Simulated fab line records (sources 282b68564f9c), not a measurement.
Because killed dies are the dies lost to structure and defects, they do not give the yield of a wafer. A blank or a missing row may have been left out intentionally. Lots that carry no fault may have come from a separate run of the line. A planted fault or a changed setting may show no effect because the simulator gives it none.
A struck lot beside a sound one :: flow rit-cmos :: 23 out of 202 route steps
Sound: these wafers, L714.1, L714.3, L714.5. Wafers struck: L720.3, L720.4, L720.6. At the end, the cause is stated.
For every step that has rows: the tool of each side, followed by ch and its chambers, followed by its first start. Under that, the readings that differ: sound wafers :: struck wafers :: difference of the means :: sigmas: that difference in standard deviations of wafers without a fault.
alike: readings whose means differ by less than 2 such deviations, and words and numbers that are the same on both sides. not compared: withheld readings, readings that some wafer has no value for, bounds like >300 that may hide the same value, and numbers for which the record gives no deviation and whose values overlap.
Wherever a step has rows on one side only, a row that says differs or no value, or a row with sigmas, the two part there. Numbers that don't overlap but have no deviation are shown without sigmas and don't part them. A reading that every wafer of one side lacks parts them only if that side has two wafers or more.

RIT_CONTACT_CD_MEAS_08: target cd 1000 nm.
  sound: cd-sem-01 at day 5 18:21; struck: cd-sem-01 at day 7 09:24
  alike: cd-nm
RIT_CONTACT_OVL_MEAS_09:
  sound: overlay-01 at day 5 18:28; struck: overlay-01 at day 7 09:29
  alike: CONTACT_OVL
then, 1 step without rows for these wafers: RIT_CONTACT_HARDBAKE_10 (time 60 s).
RIT_CONTACT_ETCH_11: etches SiO2 in CHF3/CF4/Ar, stops on TiSi2, target depth 480 nm, time 320 s.
  sound on rie-diel-02 ch 0,1,2, day 5 18:39; struck on rie-diel-03 ch 0,1, day 7 09:40
reading: drypump-motor-current-A (A)
sound: 5.4 4.9 5.4
struck: 6.2 6.7 6.2
difference: +1.1
sigmas: +2
  alike: cf4-flow-sccm, oes-product-au, rf-fwd-power-W, throttle-valve-pct
  not compared: rf-hours-counter-h
RIT_CONTACT_STRIP_12: strips in O2, time 180 s.
  sound on plasma-asher-02 ch 0,1, day 5 18:51; struck on plasma-asher-02 ch 0,1, day 7 09:55
  alike: drypump-motor-current-A
  not compared: rf-hours-counter-h
RIT_CONTACT_CD_MEAS_90: target cd 1000 nm.
  sound: cd-sem-01 at day 5 19:01; struck: cd-sem-01 at day 7 10:04
  alike: cd-nm
then, 2 steps without rows for these wafers: RIT_CONTACT_CLEAN_13 (cleans in SC1, time 600 s); RIT_CONTACT_CLEAN_14 (cleans in SC2, time 600 s).
RIT_M1_SPUTTER_00: material Al, target thk 400 nm, time 500 s.
  sound: pvd-sputter-03 at day 5 19:40; struck: pvd-sputter-02 at day 7 10:30
  alike: throttle-valve-pct
RIT_M1_RS_MEAS_01: a four-point-probe measurement.
  sound: film-metro-01 at day 5 19:58; struck: film-metro-04 at day 7 10:50
reading: M1_AL_RS (ohm/sq)
sound: 0.0743 0.0746 0.0741
struck: 0.0721 0.0722 0.0727
difference: -0.0020
sigmas: -3
RIT_M1_THK_MEAS_02: measures by xrf.
  sound: film-metro-01 at day 5 20:05; struck: film-metro-04 at day 7 10:56
reading: M1_AL_THK (nm)
sound: 396 396 396
struck: 403 406 404
difference: +8
sigmas: +2
then, 1 step without rows for these wafers: RIT_M1_HMDS_03 (prime time 60 s).
RIT_M1_COAT_04: resist thk 1300 nm.
  sound on litho-track-01 ch 0, day 5 20:17; struck on litho-track-01 ch 0, day 7 11:11
reading: model.NOVOLAK_of_M1_COAT_04.thk-nm (nm)
sound: 1295 1297 1297
struck: 1223 1224 1225
difference: -72
sigmas: 
then, 4 steps without rows for these wafers: RIT_M1_SOFTBAKE_05 (time 60 s); RIT_M1_EXPOSE_06 (exposes mask M12, target cd 2600 nm); RIT_M1_PEB_07; RIT_M1_DEVELOP_08 (develop time 68 s).
RIT_M1_CD_MEAS_09: target cd 2600 nm.
  sound: cd-sem-01 at day 5 21:01; struck: cd-sem-02 at day 7 12:01
  alike: cd-nm
RIT_M1_OVL_MEAS_10:
  sound: overlay-01 at day 5 21:08; struck: overlay-01 at day 7 12:07
  alike: M1_OVL
then, 1 step without rows for these wafers: RIT_M1_HARDBAKE_11 (time 120 s).
RIT_M1_METAL_ETCH_12: etches Al in Cl2/BCl3, stops on SiO2, time 165 s, target depth 600 nm.
  sound on rie-metal-03 ch 0,1, day 5 21:35; struck on rie-metal-03 ch 0,1, day 7 12:26
reading: model.NOVOLAK_of_M1_COAT_04.thk-nm (nm)
sound: 804.2 802.5 802.7
struck: 740.1 732.6 742.7
difference: -64.7
sigmas: 
  alike: drypump-motor-current-A, mfc-cl2-sccm, oes-product-au, rf-fwd-power-W, throttle-valve-pct
  not compared: rf-hours-counter-h
then, 1 step without rows for these wafers: RIT_M1_STRIP_13 (strips in nmp, time 600 s).
RIT_M1_PROBE_99:
  sound: prober-01 at day 6 00:28; struck: prober-01 at day 7 15:16
  alike: defect-limited-yield, killed-at-contacts, killed-at-front-end, killed-dies, killed-on-rim, killed-open, killed-short, sort_bin_3_pad_short, sort_bin_5_function, sort_bin_6_memory, sort-n-pass, sort-yield-pct

== WHERE THEY PART ==
First at RIT_CONTACT_ETCH_11; last, within this record, at RIT_M1_THK_MEAS_02. Later steps at which nothing parts them and some readings are alike: RIT_M1_CD_MEAS_09, RIT_M1_OVL_MEAS_10, RIT_M1_METAL_ETCH_12, RIT_M1_PROBE_99.

WHY: what had been put in by the simulator
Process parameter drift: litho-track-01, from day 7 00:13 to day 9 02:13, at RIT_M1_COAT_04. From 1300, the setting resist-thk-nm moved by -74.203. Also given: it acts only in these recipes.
